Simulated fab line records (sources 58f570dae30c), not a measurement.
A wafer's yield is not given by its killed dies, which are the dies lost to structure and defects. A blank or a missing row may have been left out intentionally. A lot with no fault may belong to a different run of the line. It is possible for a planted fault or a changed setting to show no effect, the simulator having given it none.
A lot that was struck, set against a sound lot / flow berkeley_cmos170 / 17 steps out of a route of 331
Sound: wafers L779.1, L779.4, L779.6. Wafers L783.1, L783.2, L783.4 were the ones struck. At the end, the cause is stated.
At each step with rows: each side's tool, then ch and its chambers, then its first start. Under that, the readings that differ: sound wafers / struck wafers / difference of the means / sigmas: that difference in standard deviations of wafers without a fault.
alike: readings whose means differ by less than 2 such deviations, and words and numbers that are the same on both sides. not compared: withheld readings, readings that some wafer has no value for, bounds like >300 that may hide the same value, and numbers for which the record gives no deviation and whose values overlap.
A row with sigmas, a row that says differs or no value, or rows on one side alone: a step with any of these is where the two part. Numbers that don't overlap but have no deviation are shown without sigmas and don't part them. A reading that every wafer of one side lacks parts them only if that side has two wafers or more.

UCB170_NWELL_THK_MEAS_02:
  sound on film_metro-04 at day 2 14:50; struck on film_metro-03 at day 3 10:58
  alike: NWELL_OXIDE_THK
then, 2 steps without rows for these wafers: UCB170_NWELL_ANNEAL_03 (time 900 s); UCB170_NWELL_CVD_04 (deposits Si3N4 from SiH2Cl2/NH3, target thk 224 nm, time 3360 s).
UCB170_NWELL_THK_MEAS_05:
  sound on film_metro-03 at day 2 21:05; struck on film_metro-04 at day 3 21:11
reading=NWELL_NITRIDE_THK (nm); sound=221.8 220.3 223.1; struck=226.5 227.8 229.5; difference=+6.2; sigmas=+3
then, 6 steps without rows for these wafers: UCB170_NWELL_HMDS_06 (prime time 60 s); UCB170_NWELL_COAT_07 (resist thk 900 nm); UCB170_NWELL_SOFTBAKE_08 (time 60 s); UCB170_NWELL_EXPOSE_09 (exposes mask NWELL, target cd 3000 nm); UCB170_NWELL_PEB_10; UCB170_NWELL_DEVELOP_11 (develop time 45 s).
UCB170_NWELL_OVL_MEAS_12:
  sound on overlay-02 at day 2 22:09; struck on overlay-01 at day 3 22:19
  alike: NWELL_OVL
UCB170_NWELL_ETCH_13: etches Si3N4 in CH3F/Ar/O2, stops on SiO2, target depth 246.4 nm, time 154 s.
  sound on rie_diel-01 ch 0,1,3, day 2 22:11; struck on rie_diel-01 ch 0,2,3, day 3 22:22
  alike: drypump_motor_current_A, oes_product_au, throttle_valve_pct
  not compared: rf_hours_counter_h
UCB170_NWELL_IMPLANT_14:
  sound on implanter-02 ch 0, day 2 22:22; struck on implanter-04 ch 0, day 3 22:47
  alike: beam_on_s
UCB170_NWELL_STRIP_15: strips in O2.
  sound on plasma_asher-03 ch 0,1, day 2 22:31; struck on plasma_asher-04 ch 0,1, day 3 22:56
  alike: drypump_motor_current_A, oes_product_au, strip_time_to_endpoint_s
  not compared: rf_hours_counter_h
UCB170_NWELL_TW_MEAS_16:
  sound on film_metro-04 at day 2 22:37; struck on film_metro-01 at day 3 23:02
reading=NWELL_TW; sound=1250 1251 1257; struck=1541 1533 1537; difference=+284; sigmas=+26
then, 1 step without rows for these wafers: UCB170_NWELL_CLEAN_17 (cleans in SPM, time 600 s).
UCB170_M3_PROBE_99:
  the record has rows for the sound wafers here (prober-02, day 9 15:13) and none for the struck ones

WHERE THEY PART
First at UCB170_NWELL_THK_MEAS_05; last, within this record, at UCB170_M3_PROBE_99.

WHY: what had been put in by the simulator
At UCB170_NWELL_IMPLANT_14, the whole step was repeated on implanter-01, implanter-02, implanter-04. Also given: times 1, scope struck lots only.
